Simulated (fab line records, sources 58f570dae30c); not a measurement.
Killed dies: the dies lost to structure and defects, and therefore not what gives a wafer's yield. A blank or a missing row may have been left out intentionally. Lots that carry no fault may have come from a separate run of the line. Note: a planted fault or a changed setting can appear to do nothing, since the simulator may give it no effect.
Matching of chambers	flow berkeley-cmos170	UCB170_NWELL_ETCH_13 on rie-diel-02 has 4 sister chambers
The step etches Si3N4 in CH3F/Ar/O2, stops on SiO2, target depth 246.4 nm, time 154 s. 16 wafers are shown with their chamber, then 8 later ones without.

== WAFERS, EACH WITH ITS CHAMBER ==
wafer	chamber	throttle-valve-pct (%)	drypump-motor-current-A (A)	oes-product-au (a.u.)
L272.2	1	7.99	5.4	0.943
L272.3	3	8.29	5.3	0.910
L272.4	0	8.00	5.3	0.939
L278.2	3	8.29	5.3	0.918
L278.4	2	8.13	4.9	0.927
L278.5	0	8.01	5.2	0.949
L277.4	1	7.99	5.4	0.958
L277.5	3	8.29	5.3	0.926
L277.6	2	8.14	4.9	0.936
L281.2	3	8.29	5.3	0.913
L281.3	2	8.13	4.9	0.923
L281.5	3	8.29	5.3	0.915
L282.1	1	7.99	5.4	0.960
L282.2	0	8.01	5.2	0.955
L282.6	3	8.29	5.3	0.910
L285.2	3	8.29	5.3	0.932

SIGNATURES (averages over the wafers above)
reading	chamber 0	chamber 1	chamber 2	chamber 3	scatter within a chamber
throttle-valve-pct	8.0067	7.9900	8.1333	8.2900	0.00333
drypump-motor-current-A	5.233	5.400	4.900	5.300	0.0236
oes-product-au	0.94767	0.95367	0.92867	0.91771	0.00823
Rule: for each reading, subtract the chamber's mean from the wafer's reading, divide by that reading's scatter and square the result; add these up over the readings and take the root, which gives the wafer's distance from the chamber. The wafer belongs to the nearest chamber; if the next one is less than 2 further off, it can't be placed. The scatter is the square root of a quotient: the sum, over the shown wafers, of each reading's squared deviation from its chamber's mean, divided by wafers minus chambers.

== WAFERS WHOSE CHAMBER IS MISSING ==
wafer	throttle-valve-pct (%)	drypump-motor-current-A (A)	oes-product-au (a.u.)
L285.4	7.99	5.4	0.960
L285.5	8.14	4.9	0.930
L287.1	8.01	5.2	0.945
L287.5	8.15	4.9	0.923
L287.6	8.28	5.3	0.917
L288.1	8.30	5.3	0.936
L288.4	8.02	5.2	0.969
L288.6	8.02	5.2	0.967

== CHAMBER TAKEN BY EACH ==
wafer	from the rows above	in truth
L285.4	1	1
L285.5	2	2
L287.1	0	0
L287.5	2	2
L287.6	3	3
L288.1	3	3
L288.4	0	0
L288.6	0	0
8 of 8 placed correctly. Not placeable from these rows: 0. Wrongly placed: 0.
